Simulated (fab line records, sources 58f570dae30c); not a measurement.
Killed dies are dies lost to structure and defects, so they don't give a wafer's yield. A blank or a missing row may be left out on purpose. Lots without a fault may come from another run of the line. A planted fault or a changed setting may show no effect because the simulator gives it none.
A struck lot beside a sound one | flow berkeley_cmos170 | 11 steps out of a route of 331
Sound: wafers L448.1, L448.3, L448.4. Struck: wafers L458.2, L458.4, L458.6. The cause comes at the end.
At each step with rows: each side's tool, then ch and its chambers, then its first start. Under that, the readings that differ: sound wafers | struck wafers | difference of the means | sigmas: that difference in standard deviations of wafers without a fault.
alike: readings whose means differ by less than 2 such deviations, and words and numbers that are the same on both sides. not compared: withheld readings, readings that some wafer has no value for, bounds like >300 that may hide the same value, and numbers for which the record gives no deviation and whose values overlap.
The two part at a step that has a row with sigmas, a row that says differs or no value, or rows on one side only. Numbers that don't overlap but have no deviation are shown without sigmas and don't part them. A reading that every wafer of one side lacks parts them only if that side has two wafers or more.

UCB170_START_BOW_MEAS_00:
  sound on film_metro-01, day 1 20:00; struck on film_metro-01, day 3 22:01
  alike: INCOMING_BOW
then, 2 steps without rows for these wafers: UCB170_START_CLEAN_01 (cleans in dHF, time 60 s); UCB170_START_OXIDATION_02 (target thk 20 nm, ox time 1800 s).
UCB170_START_THK_MEAS_03:
  sound on film_metro-02, day 2 00:40; struck on film_metro-02, day 4 00:10
  alike: START_OXIDE_THK
then, 4 steps without rows for these wafers: UCB170_START_ANNEAL_04 (time 1200 s); UCB170_ZERO_HMDS_00 (prime time 60 s); UCB170_ZERO_COAT_01 (resist thk 900 nm); UCB170_ZERO_SOFTBAKE_02 (time 60 s).
UCB170_ZERO_EXPOSE_03: exposes mask PM MARKS, target cd 4000 nm.
  sound on krf_scanner-01 ch 0, day 2 04:05; struck on krf_scanner-02 ch 0, day 4 05:13
  reading                      | sound             | struck            | difference | sigmas
  model.ZERO.overlay_x_nm (nm) | 3.315 3.315 3.315 | 963.1 963.1 963.1 | +959.8     |
  alike: mask
then, 2 steps without rows for these wafers: UCB170_ZERO_PEB_04; UCB170_M3_PROBE_99.

WHERE THEY PART
Nowhere in this record.

WHY: what the simulator had put in
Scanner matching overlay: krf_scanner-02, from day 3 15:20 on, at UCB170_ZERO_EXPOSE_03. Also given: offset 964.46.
